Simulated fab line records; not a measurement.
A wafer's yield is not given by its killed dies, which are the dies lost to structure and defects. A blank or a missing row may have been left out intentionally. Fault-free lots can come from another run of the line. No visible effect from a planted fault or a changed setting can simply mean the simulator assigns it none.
fab line records + flow rit_cmos
record
- lots=14
- wafers=42
- last_day=7
route steps=202 shown M1@196
lots that met no fault: from a run of the same line without faults
start_h: the number of hours between the record's first day and the start of the first shown wafer of the lot + wait_h: hours since the lot's step before + " unchanged from the row above + L1.1+2: a row that stands for several wafers + - no value, or no start given + * or withheld: withheld + < > ~ a bound
route shown NAME@n: NAME is a module with steps in the file, n the number in the route of the first one + usual: mean/standard deviation taken from wafers without a fault + same: alike in all rows + chamber/n: place in a boat + sites: per-site readings + _std_site: the standard deviation of these + _edge_site: mean of outer sites minus mean of inner sites + radius_mm: how far each site lies from the wafer's centre + mask NAME#n: copy n + behind: the last tool/chamber to shape the wafer + hold: cause of the lot's hold/its duration in hours/its outcome + device: the transistor (n, p or np) that didn't switch + end of line: at the end of the route, the tests of the same wafers + step lacking rows: just its recipe + killed: not the wafer's yield, but the dies lost to structure and defects at the first sort + map: shows each die of a wafer: x if killed, . if not, _ if none is there
set.NAME: the setting that was run; set.NAME@STEP: the one run at that earlier step + model.NAME: the simulator's own value behind a step, which no gauge read
one table for each step of the route and one row for each wafer, over a sample of lots
services: from which hour (start_h, from the record's first day; less than 0 if before it) a tool's chamber was out of use, for how many hours, and why
## steps
# step RIT_M1_METAL_ETCH_12
# recipe
- stop_on=SiO2
- chemistry=Cl2/BCl3
- target=Al
- time_s=165
- over_etch_frac=0.5
- pressure_mtorr=100
- target_depth_a=6000
- rf_w=250
- Cl2_flow_sccm=60
- bcl3_flow_sccm=50
# usual
- drypump_motor_current_A=5.6/0.47
- oes_product_au=0.775/0.016
- throttle_valve_pct=8.21/0.066
| lot.wafer | tool         | chamber | start_h | wait_h | drypump_motor_current_A | oes_product_au | rf_hours_counter_h | throttle_valve_pct |
|-----------|--------------|---------|---------|--------|-------------------------|----------------|--------------------|--------------------|
| L507.2    | rie_metal-04 | 0       | 54.91   | 0.2    | 4.8                     | 0.758          | 4                  | 8.31               |
| L507.3    | "            | 1       | "       | "      | 6.2                     | 0.792          | -                  | 8.21               |
| L507.6    | "            | 0       | "       | "      | 4.8                     | 0.771          | -                  | 8.29               |
| L509.2    | rie_metal-01 | 1       | 64.99   | 0.2    | 5.8                     | 0.789          | 2                  | 8.26               |
| L509.3    | "            | 0       | "       | "      | 5.4                     | 0.771          | -                  | 8.10               |
| L509.6    | "            | 1       | "       | "      | 5.8                     | 0.786          | -                  | 8.26               |
| L510.1    | rie_metal-04 | 0       | 70.42   | 0.2    | 4.8                     | 0.765          | 4                  | 8.30               |
| L510.3    | "            | 1       | "       | "      | 6.2                     | 0.794          | -                  | 8.21               |
| L510.6    | "            | 1       | "       | "      | 6.2                     | 0.798          | -                  | 8.16               |
| L511.3    | rie_metal-03 | 1       | 79.18   | 0.2    | 5.8                     | 0.764          | -                  | 8.16               |
| L511.4    | "            | 0       | "       | "      | 6.0                     | 0.767          | -                  | 8.20               |
| L511.5    | "            | 1       | "       | "      | 5.8                     | 0.763          | -                  | 8.19               |
| L512.1    | rie_metal-01 | 0       | 80.35   | 0.2    | 5.4                     | 0.771          | 3                  | 8.11               |
| L512.2    | "            | 1       | "       | "      | 5.8                     | 0.791          | 2                  | 8.25               |
| L512.5    | "            | 0       | "       | "      | 5.4                     | 0.781          | -                  | 8.12               |
| L514.1    | rie_metal-03 | 1       | 92.92   | 0.2    | 5.8                     | 0.765          | 36                 | 8.16               |
| L514.2    | "            | 0       | "       | "      | 6.0                     | 0.773          | 37                 | 8.20               |
| L514.5    | "            | 1       | "       | "      | 5.8                     | 0.763          | -                  | 8.18               |
| L515.1    | rie_metal-01 | 0       | 96.26   | 0.2    | 5.5                     | 0.780          | 3                  | 8.10               |
| L515.5    | "            | 0       | "       | "      | 5.4                     | 0.771          | -                  | 8.10               |
| L515.6    | "            | 1       | "       | "      | 5.8                     | 0.796          | -                  | 8.24               |
| L516.2    | rie_metal-04 | 1       | 100.64  | 0.2    | 6.2                     | 0.787          | 4                  | 8.18               |
| L516.5    | "            | 1       | "       | "      | 6.2                     | 0.804          | -                  | 8.19               |
| L516.6    | "            | 0       | "       | "      | 4.8                     | 0.764          | -                  | 8.31               |
| L521.2    | rie_metal-01 | 0       | 124.29  | 0.2    | 5.4                     | 0.773          | 3                  | 8.11               |
| L521.3    | "            | 0       | "       | "      | 5.4                     | 0.775          | -                  | 8.12               |
| L521.5    | "            | 0       | "       | "      | 5.4                     | 0.769          | -                  | 8.11               |
| L523.3    | rie_metal-03 | 1       | 134.70  | 0.2    | 5.8                     | 0.750          | -                  | 8.17               |
| L523.5    | "            | 0       | "       | "      | 6.0                     | 0.757          | -                  | 8.19               |
| L523.6    | "            | 1       | "       | "      | 5.8                     | 0.749          | -                  | 8.19               |
| L524.1    | rie_metal-01 | 1       | 143.18  | 0.2    | 5.8                     | 0.791          | 3                  | 8.25               |
| L524.2    | "            | 0       | "       | "      | 5.4                     | 0.761          | 4                  | 8.12               |
| L524.3    | "            | 0       | "       | "      | 5.4                     | 0.778          | -                  | 8.11               |
| L525.1    | rie_metal-04 | 0       | 148.73  | 0.2    | 4.8                     | 0.765          | 5                  | 8.29               |
| L525.2    | "            | 0       | "       | "      | 4.8                     | 0.748          | -                  | 8.32               |
| L525.4    | "            | 0       | "       | "      | 4.8                     | 0.745          | -                  | 8.30               |
| L528.1    | rie_metal-04 | 0       | 166.01  | 0.2    | 4.8                     | 0.748          | 5                  | 8.33               |
| L528.2    | "            | 1       | "       | "      | 6.2                     | 0.797          | 5                  | 8.19               |
| L528.5    | "            | 0       | "       | "      | 4.8                     | 0.753          | -                  | 8.32               |
| L530.1    | rie_metal-03 | 1       | 173.53  | 0.2    | 5.8                     | 0.778          | 0                  | 8.20               |
| L530.2    | "            | 0       | "       | "      | 6.0                     | 0.782          | 0                  | 8.20               |
| L530.6    | "            | 1       | "       | "      | 5.8                     | 0.780          | -                  | 8.18               |
# step RIT_M1_CD_MEAS_90
# recipe
- target_cd_nm=2600
# usual
- cd_nm=2601/3.1
| lot.wafer | tool      | chamber | start_h | wait_h | cd_nm |
|-----------|-----------|---------|---------|--------|-------|
| L507.2    | cd_sem-01 | -       | 55.46   | 0.1    | 2599  |
| L507.3    | "         | -       | "       | "      | 2599  |
| L507.6    | "         | -       | "       | "      | 2598  |
| L509.2    | cd_sem-02 | -       | 65.54   | 0.1    | 2599  |
| L509.3    | "         | -       | "       | "      | 2596  |
| L509.6    | "         | -       | "       | "      | 2597  |
| L510.1    | cd_sem-02 | -       | 70.93   | 0.1    | 2600  |
| L510.3    | "         | -       | "       | "      | 2601  |
| L510.6    | "         | -       | "       | "      | 2602  |
| L511.3    | cd_sem-01 | -       | 79.68   | 0.1    | 2596  |
| L511.4    | "         | -       | "       | "      | 2599  |
| L511.5    | "         | -       | "       | "      | 2595  |
| L512.1    | cd_sem-02 | -       | 80.86   | 0.1    | 2603  |
| L512.2    | "         | -       | "       | "      | 2601  |
| L512.5    | "         | -       | "       | "      | 2603  |
| L514.1    | cd_sem-01 | -       | 93.45   | 0.1    | 2603  |
| L514.2    | "         | -       | "       | "      | 2607  |
| L514.5    | "         | -       | "       | "      | 2603  |
| L515.1    | cd_sem-01 | -       | 96.79   | 0.1    | 2598  |
| L515.5    | "         | -       | "       | "      | 2598  |
| L515.6    | "         | -       | "       | "      | 2599  |
| L516.2    | cd_sem-01 | -       | 101.17  | 0.1    | 2603  |
| L516.5    | "         | -       | "       | "      | 2604  |
| L516.6    | "         | -       | "       | "      | 2602  |
| L521.2    | cd_sem-02 | -       | 124.84  | 0.1    | 2590  |
| L521.3    | "         | -       | "       | "      | 2590  |
| L521.5    | "         | -       | "       | "      | 2590  |
| L523.3    | cd_sem-01 | -       | 135.25  | 0.1    | 2598  |
| L523.5    | "         | -       | "       | "      | 2601  |
| L523.6    | "         | -       | "       | "      | 2596  |
| L524.1    | cd_sem-01 | -       | 143.69  | 0.1    | 2601  |
| L524.2    | "         | -       | "       | "      | 2592  |
| L524.3    | "         | -       | "       | "      | 2593  |
| L525.1    | cd_sem-01 | -       | 149.43  | 0.1    | 2599  |
| L525.2    | "         | -       | "       | "      | 2599  |
| L525.4    | "         | -       | "       | "      | 2598  |
| L528.1    | cd_sem-01 | -       | 166.54  | 0.1    | 2600  |
| L528.2    | "         | -       | "       | "      | 2603  |
| L528.5    | "         | -       | "       | "      | 2600  |
| L530.1    | cd_sem-02 | -       | 174.04  | 0.1    | 2601  |
| L530.2    | "         | -       | "       | "      | 2603  |
| L530.6    | "         | -       | "       | "      | 2603  |
# step RIT_M1_PROBE_99
# usual
- defect_limited_yield=97.4/1.2
- killed_at_contacts=0.1/0.34
- killed_at_front_end=7/3
- killed_dies=7/3.1
- killed_open=3.4/1.9
- killed_short=3.4/2.1
- sort_bin_3_pad_short=0.1/0.2
- sort_bin_5_function=1.5/0.83
- sort_bin_6_memory=1.0/0.66
- sort_n_pass=257/3.1
- sort_yield_pct=97.4/1.2
# same
- gross_dies=264
- killed_at_M0_to_M3=0
- killed_at_M4_up=0
- killed_at_back_side=0
- killed_at_other=0
| lot.wafer | tool      | chamber | start_h | wait_h | defect_limited_yield[%] | killed_at_contacts | killed_at_front_end | killed_dies | killed_open | killed_short | sort_bin_3_pad_short[%] | sort_bin_5_function[%] | sort_bin_6_memory[%] | sort_n_pass | sort_yield_pct[%] |
|-----------|-----------|---------|---------|--------|-------------------------|--------------------|---------------------|-------------|-------------|--------------|-------------------------|------------------------|----------------------|-------------|-------------------|
| L507.2    | prober-02 | -       | 57.23   | 0.1    | 98.1                    | 0                  | 5                   | 5           | 3           | 2            | 0                       | 0.8                    | 1.1                  | 259         | 98.1              |
| L507.3    | prober-02 | -       | 57.28   | 0.2    | 99.2                    | 0                  | 2                   | 2           | 1           | 1            | 0                       | 0.8                    | 0                    | 262         | 99.2              |
| L507.6    | prober-02 | -       | 57.43   | 0.2    | 98.9                    | 0                  | 3                   | 3           | 2           | 1            | 0                       | 1.1                    | 0                    | 261         | 98.9              |
| L509.2    | prober-02 | -       | 68.62   | 0.1    | 98.1                    | 0                  | 5                   | 5           | 1           | 4            | 0                       | 1.1                    | 0.8                  | 259         | 98.1              |
| L509.3    | prober-02 | -       | 68.67   | 0.2    | 95.8                    | 1                  | 10                  | 11          | 6           | 5            | 0                       | 2.3                    | 1.9                  | 253         | 95.8              |
| L509.6    | prober-02 | -       | 68.82   | 0.2    | 95.8                    | 0                  | 11                  | 11          | 6           | 5            | 0.4                     | 2.7                    | 1.1                  | 253         | 95.8              |
| L510.1    | prober-01 | -       | 73.67   | 0.1    | 97.7                    | 0                  | 6                   | 6           | 2           | 4            | 0                       | 0.8                    | 1.5                  | 258         | 97.7              |
| L510.3    | prober-01 | -       | 73.77   | 0.2    | 98.5                    | 0                  | 4                   | 4           | 2           | 2            | 0                       | 1.1                    | 0.4                  | 260         | 98.5              |
| L510.6    | prober-01 | -       | 73.92   | 0.2    | 97.3                    | 0                  | 7                   | 7           | 5           | 2            | 0.4                     | 1.5                    | 0.8                  | 257         | 97.3              |
| L511.3    | prober-02 | -       | 81.48   | 0.2    | 96.6                    | 0                  | 9                   | 9           | 5           | 4            | 0.4                     | 1.1                    | 1.9                  | 255         | 96.6              |
| L511.4    | prober-02 | -       | 81.53   | 0.2    | 97.0                    | 0                  | 8                   | 8           | 4           | 4            | 0                       | 2.3                    | 0.8                  | 256         | 97.0              |
| L511.5    | prober-02 | -       | 81.58   | 0.2    | 96.2                    | 0                  | 10                  | 10          | 6           | 4            | 0                       | 2.3                    | 1.5                  | 254         | 96.2              |
| L512.1    | prober-01 | -       | 82.88   | 0.1    | 97.3                    | 0                  | 7                   | 7           | 5           | 2            | 0                       | 1.1                    | 1.5                  | 257         | 97.3              |
| L512.2    | prober-01 | -       | 82.93   | 0.1    | 98.5                    | 0                  | 4                   | 4           | 2           | 2            | 0.8                     | 0.4                    | 0.4                  | 260         | 98.5              |
| L512.5    | prober-01 | -       | 83.08   | 0.2    | 98.5                    | 0                  | 4                   | 4           | 3           | 1            | 0                       | 0.8                    | 0.8                  | 260         | 98.5              |
| L514.1    | prober-01 | -       | 95.19   | 0.1    | 98.9                    | 0                  | 3                   | 3           | 3           | 0            | 0                       | 0.4                    | 0.8                  | 261         | 98.9              |
| L514.2    | prober-01 | -       | 95.24   | 0.1    | 96.6                    | 0                  | 9                   | 9           | 4           | 5            | 0                       | 2.3                    | 1.1                  | 255         | 96.6              |
| L514.5    | prober-01 | -       | 95.39   | 0.2    | 98.1                    | 0                  | 5                   | 5           | 2           | 3            | 0                       | 1.1                    | 0.8                  | 259         | 98.1              |
| L515.1    | prober-02 | -       | 98.60   | 0.1    | 97.0                    | 0                  | 8                   | 8           | 4           | 4            | 0                       | 1.9                    | 1.1                  | 256         | 97.0              |
| L515.5    | prober-02 | -       | 98.80   | 0.2    | 96.6                    | 0                  | 9                   | 9           | 7           | 2            | 0.8                     | 1.5                    | 1.1                  | 255         | 96.6              |
| L515.6    | prober-02 | -       | 98.85   | 0.2    | 93.6                    | 2                  | 15                  | 17          | 9           | 8            | 0                       | 3.0                    | 3.4                  | 247         | 93.6              |
| L516.2    | prober-01 | -       | 102.94  | 0.1    | 97.3                    | 0                  | 7                   | 7           | 2           | 5            | 0.4                     | 1.5                    | 0.8                  | 257         | 97.3              |
| L516.5    | prober-01 | -       | 103.09  | 0.2    | 96.2                    | 1                  | 9                   | 10          | 3           | 7            | 0.4                     | 1.9                    | 1.5                  | 254         | 96.2              |
| L516.6    | prober-01 | -       | 103.14  | 0.2    | 95.8                    | 0                  | 11                  | 11          | 3           | 8            | 0                       | 3.0                    | 1.1                  | 253         | 95.8              |
| L521.2    | prober-02 | -       | 129.91  | 0.1    | 99.2                    | 0                  | 2                   | 2           | 1           | 1            | 0                       | 0.4                    | 0.4                  | 262         | 99.2              |
| L521.3    | prober-02 | -       | 129.96  | 0.2    | 99.6                    | 0                  | 1                   | 1           | 0           | 0            | 0                       | 0.4                    | 0                    | 263         | 99.6              |
| L521.5    | prober-02 | -       | 130.06  | 0.2    | 94.7                    | 0                  | 14                  | 14          | 5           | 9            | 0                       | 2.7                    | 2.7                  | 250         | 94.7              |
| L523.3    | prober-02 | -       | 138.32  | 0.2    | 98.1                    | 0                  | 5                   | 5           | 4           | 1            | 0.4                     | 0.8                    | 0.8                  | 259         | 98.1              |
| L523.5    | prober-02 | -       | 138.42  | 0.2    | 98.1                    | 0                  | 5                   | 5           | 3           | 2            | 0                       | 0.8                    | 1.1                  | 259         | 98.1              |
| L523.6    | prober-02 | -       | 138.47  | 0.2    | 97.3                    | 0                  | 7                   | 7           | 4           | 3            | 0.4                     | 1.1                    | 1.1                  | 257         | 97.3              |
| L524.1    | prober-01 | -       | 146.21  | 0.1    | 97.3                    | 0                  | 7                   | 7           | 5           | 2            | 0                       | 2.3                    | 0.4                  | 257         | 97.3              |
| L524.2    | prober-01 | -       | 146.26  | 0.1    | 98.5                    | 0                  | 4                   | 4           | 4           | 0            | 0                       | 1.1                    | 0.4                  | 260         | 98.5              |
| L524.3    | prober-01 | -       | 146.31  | 0.2    | 95.5                    | 0                  | 12                  | 12          | 5           | 7            | 0                       | 2.7                    | 1.9                  | 252         | 95.5              |
| L525.1    | prober-01 | -       | 151.17  | 0.1    | 97.7                    | 1                  | 5                   | 6           | 6           | 0            | 0                       | 1.1                    | 1.1                  | 258         | 97.7              |
| L525.2    | prober-01 | -       | 151.22  | 0.1    | 97.3                    | 0                  | 7                   | 7           | 3           | 4            | 0.4                     | 0.8                    | 1.5                  | 257         | 97.3              |
| L525.4    | prober-01 | -       | 151.32  | 0.2    | 95.5                    | 1                  | 11                  | 12          | 6           | 5            | 0.4                     | 3.0                    | 1.1                  | 252         | 95.5              |
| L528.1    | prober-02 | -       | 168.29  | 0.1    | 96.2                    | 1                  | 9                   | 10          | 6           | 4            | 0.4                     | 1.9                    | 1.5                  | 254         | 96.2              |
| L528.2    | prober-02 | -       | 168.34  | 0.1    | 99.2                    | 0                  | 2                   | 2           | 1           | 1            | 0                       | 0.4                    | 0.4                  | 262         | 99.2              |
| L528.5    | prober-02 | -       | 168.49  | 0.2    | 97.7                    | 0                  | 6                   | 6           | 2           | 4            | 0.4                     | 0.8                    | 1.1                  | 258         | 97.7              |
| L530.1    | prober-02 | -       | 175.78  | 0.1    | 97.7                    | 0                  | 6                   | 6           | 1           | 4            | 0                       | 1.9                    | 0.4                  | 258         | 97.7              |
| L530.2    | prober-02 | -       | 175.83  | 0.1    | 98.5                    | 0                  | 4                   | 4           | 0           | 4            | 0.4                     | 0.4                    | 0.8                  | 260         | 98.5              |
| L530.6    | prober-02 | -       | 176.03  | 0.2    | 97.0                    | 0                  | 8                   | 8           | 3           | 4            | 0                       | 1.1                    | 1.9                  | 256         | 97.0              |
# killed by level:class
L507.2 FOX1:geometric_particle:short=1 FOX1:geometric_particle:open=1 GATE:geometric_particle:open=1 GATE:geometric_particle:short=1 SPACER:geometric_particle:open=1
L507.3 FOX2:geometric_particle:open=1 GATE:geometric_particle:short=1
L507.6 GATE:geometric_particle:open=1 SPACER:geometric_particle:short=1 SILICIDE:geometric_particle:open=1
L509.2 SPACER:geometric_particle:short=2 FOX1:geometric_particle:short=1 GATE:geometric_particle:short=1 SILICIDE:geometric_particle:open=1
L509.3 SPACER:geometric_particle:short=3 FOX1:geometric_particle:open=2 GATE:geometric_particle:short=2 GATE:geometric_particle:open=2 REOX:geometric_particle:open=1 CONTACT:geometric_particle:open=1
L509.6 FOX1:geometric_particle:open=3 GATE:geometric_particle:short=3 REOX:geometric_particle:open=2 GATE:geometric_particle:open=1 REOX:geometric_particle:short=1 SILICIDE:geometric_particle:short=1
L510.1 GATE:geometric_particle:short=2 REOX:geometric_particle:short=2 GATE:geometric_particle:open=1 SPACER:geometric_particle:open=1
L510.3 REOX:geometric_particle:open=2 FOX1:geometric_particle:short=1 REOX:geometric_particle:short=1
L510.6 GATE:geometric_particle:open=2 FOX1:geometric_particle:open=1 FOX2:geometric_particle:short=1 FOX2:geometric_particle:open=1 GATE:geometric_particle:short=1 SPACER:geometric_particle:open=1
L511.3 GATE:geometric_particle:short=2 GATE:geometric_particle:open=2 SILICIDE:geometric_particle:open=2 FOX1:geometric_particle:short=1 FOX1:geometric_particle:open=1 FOX2:geometric_particle:short=1
L511.4 FOX1:geometric_particle:short=2 FOX1:geometric_particle:open=2 FOX2:geometric_particle:short=2 GATE:geometric_particle:open=2
L511.5 FOX2:geometric_particle:open=3 FOX2:geometric_particle:short=2 FOX1:geometric_particle:short=1 FOX1:geometric_particle:open=1 GATE:geometric_particle:open=1 REOX:geometric_particle:short=1 SILICIDE:geometric_particle:open=1
L512.1 REOX:geometric_particle:short=2 FOX1:geometric_particle:open=1 GATE:geometric_particle:open=1 REOX:geometric_particle:open=1 SPACER:geometric_particle:open=1 SILICIDE:geometric_particle:open=1
L512.2 FOX1:geometric_particle:open=1 FOX2:geometric_particle:short=1 GATE:geometric_particle:open=1 SPACER:geometric_particle:short=1
L512.5 FOX1:geometric_particle:open=1 FOX1:geometric_particle:short=1 FOX2:geometric_particle:open=1 SPACER:geometric_particle:open=1
L514.1 GATE:geometric_particle:open=2 SPACER:geometric_particle:open=1
L514.2 GATE:geometric_particle:short=2 FOX1:geometric_particle:open=1 FOX1:geometric_particle:short=1 FOX2:geometric_particle:open=1 GATE:geometric_particle:open=1 REOX:geometric_particle:short=1 SILICIDE:geometric_particle:short=1 SILICIDE:geometric_particle:open=1
L514.5 ACTIVE:geometric_particle:short=1 FOX1:geometric_particle:short=1 GATE:geometric_particle:short=1 GATE:geometric_particle:open=1 REOX:geometric_particle:open=1
L515.1 GATE:geometric_particle:short=3 GATE:geometric_particle:open=1 REOX:geometric_particle:short=1 REOX:geometric_particle:open=1 SPACER:geometric_particle:open=1 SILICIDE:geometric_particle:open=1
L515.5 GATE:geometric_particle:open=3 GATE:geometric_particle:short=2 FOX2:geometric_particle:open=1 REOX:geometric_particle:open=1 SPACER:geometric_particle:open=1 SILICIDE:geometric_particle:open=1
L515.6 GATE:geometric_particle:open=5 GATE:geometric_particle:short=3 SILICIDE:geometric_particle:short=2 FOX1:geometric_particle:open=1 FOX2:geometric_particle:short=1 SPACER:geometric_particle:short=1 SPACER:geometric_particle:open=1 SILICIDE:geometric_particle:open=1
L516.2 GATE:geometric_particle:short=2 GATE:geometric_particle:open=2 SPACER:geometric_particle:short=2 FOX1:geometric_particle:short=1
L516.5 REOX:geometric_particle:short=3 FOX1:geometric_particle:short=1 FOX2:geometric_particle:short=1 GATE:geometric_particle:open=1 GATE:geometric_particle:short=1 SILICIDE:geometric_particle:open=1 SILICIDE:geometric_particle:short=1 CONTACT:geometric_particle:open=1
L516.6 GATE:geometric_particle:short=4 SILICIDE:geometric_particle:short=2 FOX1:geometric_particle:short=1 FOX1:geometric_particle:open=1 GATE:geometric_particle:open=1 REOX:geometric_particle:open=1 REOX:geometric_particle:short=1
L521.2 GATE:geometric_particle:short=1 GATE:geometric_particle:open=1
L521.3 GATE:coat_microbubble_printed=1
L521.5 GATE:geometric_particle:short=3 SPACER:geometric_particle:short=3 FOX1:geometric_particle:short=2 GATE:geometric_particle:open=2 FOX1:geometric_particle:open=1 FOX2:geometric_particle:open=1 SILICIDE:geometric_particle:open=1 SILICIDE:geometric_particle:short=1
L523.3 FOX1:geometric_particle:open=2 FOX1:geometric_particle:short=1 GATE:geometric_particle:open=1 SPACER:geometric_particle:open=1
L523.5 FOX2:geometric_particle:open=2 FOX1:geometric_particle:short=1 GATE:geometric_particle:open=1 GATE:geometric_particle:short=1
L523.6 FOX2:geometric_particle:open=2 FOX2:geometric_particle:short=1 GATE:geometric_particle:short=1 GATE:geometric_particle:open=1 SPACER:geometric_particle:short=1 SILICIDE:geometric_particle:open=1
L524.1 SPACER:geometric_particle:open=2 SILICIDE:geometric_particle:short=2 SILICIDE:geometric_particle:open=2 GATE:geometric_particle:open=1
L524.2 GATE:geometric_particle:open=4
L524.3 SILICIDE:geometric_particle:short=4 GATE:geometric_particle:open=3 FOX2:geometric_particle:open=2 GATE:geometric_particle:short=2 SPACER:geometric_particle:short=1
L525.1 GATE:geometric_particle:open=3 FOX1:geometric_particle:open=1 SPACER:geometric_particle:open=1 CONTACT:geometric_particle:open=1
L525.2 FOX1:geometric_particle:open=2 FOX1:geometric_particle:short=2 ACTIVE:geometric_particle:open=1 GATE:geometric_particle:short=1 REOX:geometric_particle:short=1
L525.4 REOX:geometric_particle:open=3 SILICIDE:geometric_particle:short=3 GATE:geometric_particle:open=2 GATE:geometric_particle:short=1 SPACER:geometric_particle:open=1 CONTACT:geometric_particle:short=1 PWELL:coat_microbubble_printed=1
L528.1 SPACER:geometric_particle:open=2 FOX1:geometric_particle:open=1 FOX2:geometric_particle:short=1 GATE:geometric_particle:open=1 GATE:geometric_particle:short=1 SPACER:geometric_particle:short=1 SILICIDE:geometric_particle:short=1 SILICIDE:geometric_particle:open=1
L528.2 SPACER:geometric_particle:short=1 SILICIDE:geometric_particle:open=1
L528.5 SPACER:geometric_particle:short=2 SPACER:geometric_particle:open=2 GATE:geometric_particle:short=1 SILICIDE:geometric_particle:short=1
L530.1 FOX1:geometric_particle:short=2 GATE:geometric_particle:short=1 GATE:geometric_particle:open=1 SPACER:geometric_particle:short=1 PSD:coat_microbubble_printed=1
L530.2 GATE:geometric_particle:short=2 FOX1:geometric_particle:short=1 SPACER:geometric_particle:short=1
L530.6 FOX1:geometric_particle:short=2 GATE:geometric_particle:open=2 GATE:geometric_particle:short=1 REOX:geometric_particle:open=1 REOX:geometric_particle:short=1 PSD:coat_microbubble_printed=1
## services
| tool         | chamber | start_h | hours | kind       |
|--------------|---------|---------|-------|------------|
| rie_metal-01 | 0       | 50.60   | 9.5   | repair     |
| rie_metal-03 | -       | 136.12  | 20.0  | pm         |
| rie_metal-03 | 0       | 136.12  | 20.0  | vent_cycle |
| rie_metal-03 | 1       | 136.12  | 20.0  | vent_cycle |
| rie_metal-04 | 1       | 142.87  | 8.8   | repair     |
| rie_metal-03 | 0       | 156.12  | -     | clean      |
| rie_metal-03 | 1       | 156.12  | -     | clean      |
## key
first_sign
- step=RIT_M1_CD_MEAS_90
- reading=cd_nm
- direction=down
- sigmas=3.2
- usual=2601
- struck=2591
effect none on later readings
met_at RIT_M1_METAL_ETCH_12
struck_lots L521,L524
struck_wafers L521.2,L521.3,L521.5,L524.2,L524.3
onset_between 96.26 124.29
fault
- kind=process_parameter_drift
- tool=rie_metal-01
- chamber=0
- onset_h=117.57
- steps=RIT_M1_METAL_ETCH_12
- channel=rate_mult
- offset=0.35
- shape=step
- end_h=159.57
